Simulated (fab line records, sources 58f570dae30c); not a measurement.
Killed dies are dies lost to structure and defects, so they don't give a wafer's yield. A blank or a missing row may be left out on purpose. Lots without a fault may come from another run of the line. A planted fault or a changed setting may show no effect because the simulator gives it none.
One fault seen from 2 desks | flow berkeley_cmos170 | each desk has only its own numbers; what lay behind them comes last

THE METROLOGY DESK
What the gauges read, lot by lot, whatever tool the lot ran on: means of the sampled wafers that have a number. A lot is out of limits, marked OUT, if its mean lies more than 4 standard deviations from the usual mean; the brackets give that distance.
Columns: A = cd_nm at UCB170_M1_CD_MEAS_90, usual 700.9 nm; B = M3_AL_THK at UCB170_M3_THK_MEAS_03, usual 915 nm
lot  | first seen here | A     | B
L200 | day 7 19:42     | 701.4 | 915
L201 | day 8 05:21     | 702.2 | 902
L202 | day 8 07:48     | 699.5 | 914
L204 | day 8 17:57     | 699.2 | 915
L203 | day 8 18:16     | 699.1 | 901
L206 | day 9 06:59     | 700.4 | 914
L208 | day 9 15:08     | 702.8 | 902
L207 | day 9 16:14     | 701.0 | 915
L211 | day 9 17:49     | 703.4 | 918
L209 | day 9 18:14     | 702.6 | 915
L217 | day 11 03:05    | 699.7 | 921
L221 | day 11 04:55    | 701.0 | 910
L220 | day 11 05:10    | 699.6 | 899
L218 | day 11 05:27    | 700.6 | 916
L219 | day 11 12:24    | 703.4 | 906
This desk's finding: nothing out of limits on any of the 15 lots.

THE TOOL OWNER'S DESK: litho_track-04
The tool's own readings at UCB170_PWELL_PEB_11: means of the sampled wafers that have a number, for each lot that ran on this tool. A lot is out of limits, marked OUT, if its mean lies more than 4 standard deviations from the usual mean; the brackets give that distance.
Columns: A = heater_power_total_W at UCB170_PWELL_PEB_11, usual 56.80 W
lot  | first seen here | A
L200 | day 3 13:06     | 56.86
L202 | day 4 02:59     | 56.81
L211 | day 5 19:38     | 56.80
L217 | day 7 01:07     | 59.20 (+57) OUT
L218 | day 7 01:23     | 59.20 (+57) OUT
L219 | day 7 07:31     | 59.24 (+58) OUT
This desk's finding: out of limits on L217, L218, L219; first on L217, day 7 01:07 (heater_power_total_W at UCB170_PWELL_PEB_11). In limits: L200, L202, L211.

PUT TOGETHER
The tool owner's desk could have raised an alarm at day 7 01:07, on L217, L218, L219.
The metrology desk saw nothing out of limits.
The metrology desk has L217, L218, L219 on record, within its limits.
Of the lots named, all ran UCB170_PWELL_PEB_11 on litho_track-04.

WHAT THE SIMULATOR HAD PUT IN
Process parameter drift: litho_track-04, from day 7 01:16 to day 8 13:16, at UCB170_PWELL_PEB_11. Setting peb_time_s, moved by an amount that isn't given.
Lots struck among those shown: L217, L218, L219.
